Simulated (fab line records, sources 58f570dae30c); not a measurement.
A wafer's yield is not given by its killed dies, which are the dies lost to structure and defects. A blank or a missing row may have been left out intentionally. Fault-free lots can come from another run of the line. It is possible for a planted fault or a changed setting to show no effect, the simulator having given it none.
Comparing a struck lot with a sound one | flow berkeley_cmos170 | 44 steps out of a route of 331
Sound: wafers L335.2, L335.3, L335.4. The struck wafers were L336.2, L336.3, L336.6. Last of all comes the cause.
Order at every step that has rows: each side's tool, ch and its chambers, its first start. Under that, the readings that differ: sound wafers | struck wafers | difference of the means | sigmas: that difference in standard deviations of wafers without a fault.
alike: a reading whose means differ by less than 2 such deviations, as well as words and numbers matching on both sides. not compared: withheld readings; readings where some wafer has no value; bounds like >300 that might hide an equal value; numbers whose values overlap and for which the record gives no deviation.
The two part at a step that has a row with sigmas, a row that says differs or no value, or rows on one side only. Numbers that have no deviation but don't overlap get no sigmas and don't part them. A reading missing from all wafers of one side parts the sides only when that side holds two or more wafers.

first, 1 step without rows for these wafers: UCB170_PLDD_IMPLANT_09.
UCB170_PLDD_STRIP_10: strips in O2.
  sound on plasma_asher-01 ch 0,1, day 9 01:09; struck on plasma_asher-03 ch 0,1, day 9 01:22
  reading                      | sound             | struck            | difference | sigmas
  strip_time_to_endpoint_s (s) | 21.58 21.54 21.49 | 21.78 21.74 21.74 | +0.22      | +3
  alike: drypump_motor_current_A, o2_flow_sccm, oes_product_au
  not compared: rf_hours_counter_h
UCB170_PLDD_TW_MEAS_11:
  sound on film_metro-02, day 9 01:16; struck on film_metro-03, day 9 01:28
  alike: PLDD_TW
then, 7 steps without rows for these wafers: UCB170_PLDD_CLEAN_12 (cleans in SPM, time 600 s); UCB170_NLDD_HMDS_00 (prime time 60 s); UCB170_NLDD_COAT_01 (resist thk 900 nm); UCB170_NLDD_SOFTBAKE_02 (time 60 s); UCB170_NLDD_EXPOSE_03 (exposes mask NSELECT, target cd 1200 nm); UCB170_NLDD_PEB_04; UCB170_NLDD_DEVELOP_05 (develop time 45 s).
UCB170_NLDD_CD_MEAS_06: the cd target is 1200 nm.
  sound on cd_sem-01, day 9 03:51; struck on cd_sem-02, day 9 03:38
  alike: cd_nm
UCB170_NLDD_OVL_MEAS_07:
  sound on overlay-02, day 9 03:58; struck on overlay-01, day 9 03:44
  alike: NLDD_OVL
UCB170_NLDD_IMPLANT_08:
  sound on implanter-01 ch 0, day 9 04:01; struck on implanter-03 ch 0, day 9 03:48
  reading            | sound                       | struck                        | difference | sigmas
  dose_ions_cm2      | 4.994e+13 4.99e+13 4.99e+13 | 3.158e+13 3.144e+13 3.155e+13 | -1.839e+13 | -99 or more
  faraday_current_uA | 161.0 158.8 158.6           | 97.5 106.4 102.0              | -57.5      | -21
next, for these wafers, 1 step has no rows: UCB170_NLDD_IMPLANT_09.
UCB170_NLDD_STRIP_10: strips in O2.
  sound on plasma_asher-01 ch 0,1, day 9 04:17; struck on plasma_asher-04 ch 1, day 9 04:04
  alike: drypump_motor_current_A, o2_flow_sccm, oes_product_au, strip_time_to_endpoint_s
  not compared: rf_hours_counter_h
UCB170_NLDD_TW_MEAS_11:
  sound on film_metro-01, day 9 04:24; struck on film_metro-03, day 9 04:11
  reading | sound          | struck         | difference | sigmas
  NLDD_TW | 2214 2211 2199 | 2126 2121 2132 | -82        | -2
  not compared: hold
then, 1 step without rows for these wafers: UCB170_NLDD_CLEAN_12 (cleans in SPM, time 600 s).
UCB170_SPACER_CVD_00: deposits SiO2 from TEOS/O2, target thk 376 nm, time 47 s.
  sound on pecvd-02 ch 1,2, day 9 05:09; struck on pecvd-01 ch 1,2, day 9 05:09
  alike: heater_power_w
UCB170_SPACER_THK_MEAS_01:
  sound on film_metro-03, day 9 05:12; struck on film_metro-01, day 9 05:14
  alike: SPACER_TEOS_THK
then, 1 step without rows for these wafers: UCB170_SPACER_ANNEAL_02 (time 1800 s).
UCB170_SPACER_ETCHBACK_03: etches SiO2 in CHF3/CF4/Ar, stops on Si, target depth 376 nm, time 100 s.
  sound on rie_diel-03 ch 0,1,3, day 9 11:01; struck on rie_diel-04 ch 0,2, day 9 11:05
  reading                | sound          | struck         | difference | sigmas
  throttle_valve_pct (%) | 6.39 6.31 6.33 | 6.47 6.70 6.70 | +0.28      | +2
  alike: drypump_motor_current_A, oes_product_au
  not compared: rf_hours_counter_h
then, 6 steps without rows for these wafers: UCB170_PSD_HMDS_00 (prime time 60 s); UCB170_PSD_COAT_01 (resist thk 900 nm); UCB170_PSD_SOFTBAKE_02 (time 60 s); UCB170_PSD_EXPOSE_03 (exposes mask PSELECT MOD, target cd 1200 nm); UCB170_PSD_PEB_04; UCB170_PSD_DEVELOP_05 (develop time 45 s).
UCB170_PSD_CD_MEAS_06: the cd target is 1200 nm.
  sound on cd_sem-01, day 9 12:11; struck on cd_sem-01, day 9 12:26
  alike: cd_nm
UCB170_PSD_OVL_MEAS_07:
  sound on overlay-01, day 9 12:18; struck on overlay-02, day 9 12:32
  alike: PSD_OVL
next, for these wafers, 1 step has no rows: UCB170_PSD_IMPLANT_08.
UCB170_PSD_STRIP_09: strips in O2.
  sound on plasma_asher-01 ch 0,1, day 9 12:29; struck on plasma_asher-03 ch 0,1, day 9 12:43
  alike: drypump_motor_current_A, o2_flow_sccm, oes_product_au, strip_time_to_endpoint_s
  not compared: rf_hours_counter_h
UCB170_PSD_TW_MEAS_10:
  sound on film_metro-01, day 9 12:35; struck on film_metro-02, day 9 12:50
  reading | sound          | struck         | difference | sigmas
  PSD_TW  | 2331 2329 2318 | 2410 2409 2397 | +79        | +2
then, 7 steps without rows for these wafers: UCB170_PSD_CLEAN_11 (cleans in SPM, time 600 s); UCB170_NSD_HMDS_00 (prime time 60 s); UCB170_NSD_COAT_01 (resist thk 900 nm); UCB170_NSD_SOFTBAKE_02 (time 60 s); UCB170_NSD_EXPOSE_03 (exposes mask NSELECT MOD, target cd 1200 nm); UCB170_NSD_PEB_04; UCB170_NSD_DEVELOP_05 (develop time 45 s).
UCB170_NSD_CD_MEAS_06: the cd target is 1200 nm.
  sound on cd_sem-02, day 9 14:10; struck on cd_sem-01, day 9 14:26
  alike: cd_nm
UCB170_NSD_OVL_MEAS_07:
  sound on overlay-02, day 9 14:16; struck on overlay-01, day 9 14:32
  alike: NSD_OVL
next, for these wafers, 1 step has no rows: UCB170_NSD_IMPLANT_08.
UCB170_SDANNEAL_RS_MEAS_05: measurement is done with a four-point probe.
  sound on film_metro-03, day 9 16:13; struck on film_metro-02, day 9 16:52
  reading          | sound             | struck            | difference | sigmas
  NLDD_RS (ohm/sq) | 615.7 614.5 616.0 | 702.7 703.2 703.0 | +87.6      | +63
  not compared: hold
next, for these wafers, 1 step has no rows: UCB170_M3_PROBE_99.

## WHERE THEY PART
First at UCB170_PLDD_STRIP_10; last, within this record, at UCB170_SDANNEAL_RS_MEAS_05.

WHY: the cause the simulator had injected
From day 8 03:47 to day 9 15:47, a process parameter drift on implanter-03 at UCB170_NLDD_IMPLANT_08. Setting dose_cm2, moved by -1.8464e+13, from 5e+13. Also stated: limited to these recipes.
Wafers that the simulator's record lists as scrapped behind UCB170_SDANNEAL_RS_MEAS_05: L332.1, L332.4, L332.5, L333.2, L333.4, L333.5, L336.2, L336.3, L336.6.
